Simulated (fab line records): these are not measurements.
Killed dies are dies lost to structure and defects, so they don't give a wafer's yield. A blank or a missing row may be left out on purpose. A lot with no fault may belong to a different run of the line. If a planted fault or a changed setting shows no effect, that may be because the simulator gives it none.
What tool caused it? | flow berkeley_cmos170 | at 1 step of a route of 331, 7 lots with 21 wafers sampled

== WHAT THE GAUGES READ, wafer by wafer ==
UCB170_NWELL_THK_MEAS_05.
lot  | measured    | on            | NWELL_NITRIDE_THK (nm)
L191 | day 2 22:22 | film_metro-04 | 221.3 221.6 224.7
L193 | day 3 03:40 | film_metro-01 | 226.8 224.8 224.4
L195 | day 3 20:40 | film_metro-01 | 226.7 228.3 224.7
L198 | day 4 09:19 | film_metro-01 | 227.9 227.3 228.5
L200 | day 4 19:32 | film_metro-01 | 220.1 221.0 222.6
L208 | day 6 10:28 | film_metro-01 | 221.5 221.6 220.4
L210 | day 6 17:28 | film_metro-01 | 224.4 223.8 221.8

== WHAT TOOL EACH LOT RAN ON (gives the tool, then ch and the chambers of the sampled wafers, and finally the start) ==
The record holds no process step before these readings.

== THE ANSWER, worked out from the rows above alone ==
Rule: what is usual is taken from the lots themselves. The widest of any qualifying gaps counts: lots, ordered by their means at a reading, are off when they make up no more than a third of the lots, leave a main group of 4 or more, and stand apart from it by 3 or more times the standard deviation of that group's means. If all means in a main group match to the digits the tables above print for the reading, that group is not used. A lot without any number at a reading at which 4 lots or more have one is off too. Where the step has rows for the other lots, those lots are counted as sound.
Nothing can be told from this: no lot is off at any reading shown.

== WHAT HAD BEEN PUT IN BY THE SIMULATOR ==
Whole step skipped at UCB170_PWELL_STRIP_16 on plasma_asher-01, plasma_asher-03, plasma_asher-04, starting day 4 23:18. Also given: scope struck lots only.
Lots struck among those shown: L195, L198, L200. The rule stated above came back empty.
